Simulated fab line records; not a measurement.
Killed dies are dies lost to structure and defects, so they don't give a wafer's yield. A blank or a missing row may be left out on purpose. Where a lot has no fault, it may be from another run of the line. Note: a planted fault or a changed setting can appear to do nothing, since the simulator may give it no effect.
The tool behind it: which one? + flow berkeley_cmos170 + Sampling: 7 lots, 21 wafers, 2 of 331 route steps

WHAT EACH GAUGE READ, for each wafer
UCB170_NLDD_TW_MEAS_11.
| lot  | measured    | on            | NLDD_TW        |
|------|-------------|---------------|----------------|
| L927 | day 6 09:20 | film_metro-02 | 2235 2236 2243 |
| L929 | day 6 16:14 | film_metro-02 | 2223 2226 2230 |
| L931 | day 7 21:04 | film_metro-02 | 2237 2234 2243 |
| L934 | day 7 21:36 | film_metro-02 | 2232 2239 2235 |
| L935 | day 8 01:56 | film_metro-03 | 2211 2209 2224 |
| L941 | day 9 10:51 | film_metro-04 | 2141 2141 2140 |
| L940 | day 9 11:43 | film_metro-03 | 2209 2202 2210 |

WHAT TOOL EACH LOT RAN ON (gives the tool, then ch and the chambers of the sampled wafers, and finally the start)
| lot  | UCB170_NLDD_IMPLANT_09         |
|------|--------------------------------|
| L927 | implanter-03 ch 0, day 6 09:06 |
| L929 | implanter-01 ch 0, day 6 15:59 |
| L931 | implanter-03 ch 0, day 7 20:49 |
| L934 | implanter-03 ch 0, day 7 21:21 |
| L935 | implanter-01 ch 0, day 8 01:44 |
| L941 | implanter-03 ch 0, day 9 10:37 |
| L940 | implanter-01 ch 0, day 9 11:30 |
- UCB170_NLDD_IMPLANT_09

THE ANSWER, worked out from the rows above alone
Rule: usual is defined by the lots themselves. Put in order of their means at a reading, lots are off if they are a third of the lots or fewer, leave a main group of 4 or more, and stand apart from it by a gap of 3 or more times the standard deviation of the main group's means; of several such gaps the widest counts. A main group is skipped when, at the precision printed for the reading in the tables above, its means are all equal. A lot without any number at a reading at which 4 lots or more have one is off too. Where the step has rows for the other lots, those lots are counted as sound.
Off: at UCB170_NLDD_TW_MEAS_11 (NLDD_TW), L941. For the main group the mean is 2227 and the standard deviation 12.
A tool fits if, at a process step before that reading, it ran every lot that is off, and no sound lot after the first of them. The gauges at UCB170_NLDD_TW_MEAS_11 are tried like those tools. Undecided on this evidence; 2 tools fit (implanter-03 at UCB170_NLDD_IMPLANT_09, film_metro-04 at UCB170_NLDD_TW_MEAS_11).

WHAT WAS PUT IN BY THE SIMULATOR
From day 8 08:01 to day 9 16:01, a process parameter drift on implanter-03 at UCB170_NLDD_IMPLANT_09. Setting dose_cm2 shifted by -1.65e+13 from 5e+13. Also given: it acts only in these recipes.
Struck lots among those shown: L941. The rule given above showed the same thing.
